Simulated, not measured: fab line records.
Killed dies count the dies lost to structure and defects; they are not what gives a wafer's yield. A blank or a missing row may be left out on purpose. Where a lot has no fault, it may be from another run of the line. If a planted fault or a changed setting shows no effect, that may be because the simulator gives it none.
Chamber matching ; flow berkeley cmos170 ; UCB170_SPACER_CVD_00 on pecvd-01 has 3 sister chambers
The step deposits SiO2 from TEOS/O2, target thk 376 nm, time 47 s. 3 wafers are shown with their chamber, then 7 later ones without.

== EACH WAFER AND ITS CHAMBER ==
wafer;chamber;heater power w (W)
L869.2;0;141
L869.5;2;258
L870.5;1;284

== WAFERS MISSING THEIR CHAMBER ==
wafer;heater power w (W)
L870.6;169
L872.2;184
L872.3;242
L872.5;245
L874.2;176
L874.3;287
L874.6;187

== EACH ONE'S CHAMBER ==
wafer;from the rows above;in truth
L870.6;0;0
L872.2;can't be placed: 0 or 2 or 1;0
L872.3;can't be placed: 2 or 1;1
L872.5;can't be placed: 2 or 1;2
L874.2;can't be placed: 0 or 2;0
L874.3;can't be placed: 1 or 2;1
L874.6;can't be placed: 0 or 2 or 1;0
1 of 7 placed correctly. Unplaceable from these rows: 6, with the true chamber sitting among the candidates in 6. Placed wrongly: 0.
How it was worked out, from the rows above alone: a wafer's distance from a chamber is the root of the sum, over the readings, of the square of ((its reading less the chamber's mean) divided by the reading's scatter). If the next closest chamber is less than 2 further off than the closest, the wafer can't be placed; otherwise it belongs to the closest. A chamber's mean is the mean of its shown wafers. The scatter (one wafer shown for each chamber): square how far every hidden wafer sits from the nearest shown wafer, average those squares and take the square root.
